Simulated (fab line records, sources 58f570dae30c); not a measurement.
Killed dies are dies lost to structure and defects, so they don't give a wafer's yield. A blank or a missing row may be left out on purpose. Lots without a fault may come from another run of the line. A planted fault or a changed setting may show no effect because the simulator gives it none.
Which tool did it? | flow berkeley_cmos170 | 14 lots, 42 wafers sampled, at 4 steps of a route of 331

WHAT THE GAUGES READ, wafer by wafer
UCB170_START_THK_MEAS_03.
lot  | measured    | on            | START_OXIDE_THK (nm)
L852 | day 1 14:16 | film_metro-02 | 19.9 20.3 19.7
L853 | day 1 19:56 | film_metro-04 | 20.3 20.0 20.0
L856 | day 2 11:02 | film_metro-03 | 20.2 20.1 19.5
L859 | day 3 06:04 | film_metro-03 | 19.9 20.2 20.2
L861 | day 3 10:39 | film_metro-02 | 20.6 20.6 20.2
L862 | day 3 17:25 | film_metro-04 | 19.7 19.9 19.7
L867 | day 4 16:45 | film_metro-03 | 19.7 19.6 19.7
L868 | day 4 22:10 | film_metro-04 | 20.7 20.7 20.4
L869 | day 5 04:05 | film_metro-02 | 19.3 19.5 19.2
L870 | day 5 09:34 | film_metro-03 | 20.0 19.7 19.5
L871 | day 5 13:04 | film_metro-04 | 20.1 19.8 20.2
L873 | day 5 23:23 | film_metro-02 | 20.8 21.0 20.9
L874 | day 6 04:56 | film_metro-04 | 19.0 19.2 19.2
L875 | day 6 09:46 | film_metro-04 | 20.2 19.9 19.4

UCB170_PVT_OVL_MEAS_06.
lot  | measured     | on         | PVT_OVL (nm)
L852 | day 5 23:23  | overlay-02 | 5 2 8
L853 | day 6 09:22  | overlay-02 | -3 2 4
L856 | day 6 17:16  | overlay-01 | 9 0 -1
L859 | day 7 01:23  | overlay-02 | -6 -9 -11
L861 | day 7 01:18  | overlay-01 | 1 0 -4
L862 | day 7 23:58  | overlay-02 | 5 10 0
L867 | day 8 23:11  | overlay-01 | -2 6 1
L868 | day 8 22:28  | overlay-01 | -6 9 4
L869 | day 9 08:20  | overlay-02 | 10 2 -1
L870 | day 9 10:46  | overlay-01 | 12 2 0
L871 | day 9 10:34  | overlay-01 | 3 -1 -9
L873 | day 10 02:01 | overlay-02 | 13 10 -4
L874 | day 10 10:13 | overlay-02 | 8 1 3
L875 | day 10 15:00 | overlay-01 | -6 4 5

UCB170_PSD_OVL_MEAS_07.
lot  | measured     | on         | PSD_OVL (nm)
L852 | day 6 23:43  | overlay-02 | -2 1 6
L853 | day 7 09:58  | overlay-01 | -4 -2 -6
L856 | day 7 15:26  | overlay-02 | -9 -8 -11
L859 | day 7 23:49  | overlay-02 | 1 -3 5
L861 | day 7 23:40  | overlay-01 | -4 0 5
L862 | day 8 23:41  | overlay-02 | -2 1 -3
L867 | day 10 00:53 | overlay-01 | 9 -1 -3
L868 | day 10 01:08 | overlay-02 | -8 -1 -4
L869 | day 10 11:31 | overlay-01 | -7 -7 -8
L870 | day 10 11:06 | overlay-01 | 1 0 10
L871 | day 10 11:20 | overlay-02 | -11 -12 -18
L873 | day 11 02:41 | overlay-01 | -1 -3 -4
L874 | day 11 12:28 | overlay-01 | -6 -1 -4
L875 | day 11 16:34 | overlay-01 | 1 -4 -1

WHICH TOOL RAN EACH LOT (tool, then ch and the chambers of the sampled wafers, then the start)
lot  | UCB170_NLDD_IMPLANT_08
L852 | implanter-02 ch 0, day 6 16:47
L853 | implanter-01 ch 0, day 7 02:38
L856 | implanter-02 ch 0, day 7 09:55
L859 | implanter-01 ch 0, day 7 16:59
L861 | implanter-04 ch 0, day 7 16:14
L862 | implanter-04 ch 0, day 8 16:27
L867 | implanter-02 ch 0, day 9 17:34
L868 | implanter-01 ch 0, day 9 17:50
L869 | implanter-04 ch 0, day 10 04:55
L870 | implanter-01 ch 0, day 10 05:10
L871 | implanter-02 ch 0, day 10 05:25
L873 | implanter-04 ch 0, day 10 19:48
L874 | implanter-04 ch 0, day 11 06:23
L875 | implanter-04 ch 0, day 11 09:31
- UCB170_NLDD_IMPLANT_08

WHAT THE TOOLS THEMSELVES READ (means of the sampled wafers that have a number; where no wafer has one, the mark that the record gives instead)
UCB170_NLDD_IMPLANT_08.
lot  | tool         | beam_energy_keV | faraday_current_uA
L852 | implanter-02 | 30.001          | 160
L853 | implanter-01 | 29.987          | 158
L856 | implanter-02 | 29.987          | 156
L859 | implanter-01 | 30.002          | 158
L861 | implanter-04 | 30.000          | 160
L862 | implanter-04 | 30.011          | 161
L867 | implanter-02 | 30.002          | 160
L868 | implanter-01 | 30.736          | 159
L869 | implanter-04 | 30.005          | 159
L870 | implanter-01 | 30.736          | 160
L871 | implanter-02 | 30.004          | 157
L873 | implanter-04 | 30.005          | 165
L874 | implanter-04 | 29.992          | 160
L875 | implanter-04 | 30.004          | 159

THE ANSWER, worked out from the rows above alone
Rule: what is usual is taken from the lots themselves. Put in order of their means at a reading, lots are off if they are a third of the lots or fewer, leave a main group of 4 or more, and stand apart from it by a gap of 3 or more times the standard deviation of the main group's means; of several such gaps the widest counts. A main group whose means are all the same, to the digits that the tables above print for the reading, isn't used. A lot without any number at a reading at which 4 lots or more have one is off too. The other lots that the step has rows for count as sound. The gauges are gone through in route order, then the tools' own readings, and for those a lot's mean is taken as printed above. The first step at which some lot is off is used, and at that step the reading that is off furthest; a lot without a number counts as furthest.
Off: L868, L870, at UCB170_NLDD_IMPLANT_08 (beam_energy_keV). The main group: mean 30.000, standard deviation 0.0072.
A tool fits if, at that step or a process step before it, it ran every lot that is off, and no sound lot after the first of them. One fits: implanter-01 at UCB170_NLDD_IMPLANT_08. Its last sound lot is L859 (day 7 16:59), its first lot that is off L868 (day 9 17:50): a fault that began between those two fits.
The tool's own readings at UCB170_NLDD_IMPLANT_08 bear it out: on the lots that are off they differ by more than 5 times the standard deviation of the sound lots' means. beam_energy_keV reads 30.736 there against 30.000 on the sound lots.

WHAT THE SIMULATOR HAD PUT IN
Process parameter drift: implanter-01, from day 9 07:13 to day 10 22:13, at UCB170_NLDD_IMPLANT_08. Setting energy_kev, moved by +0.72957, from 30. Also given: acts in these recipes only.
Lots struck among those shown: L868, L870. The rule above found the same.
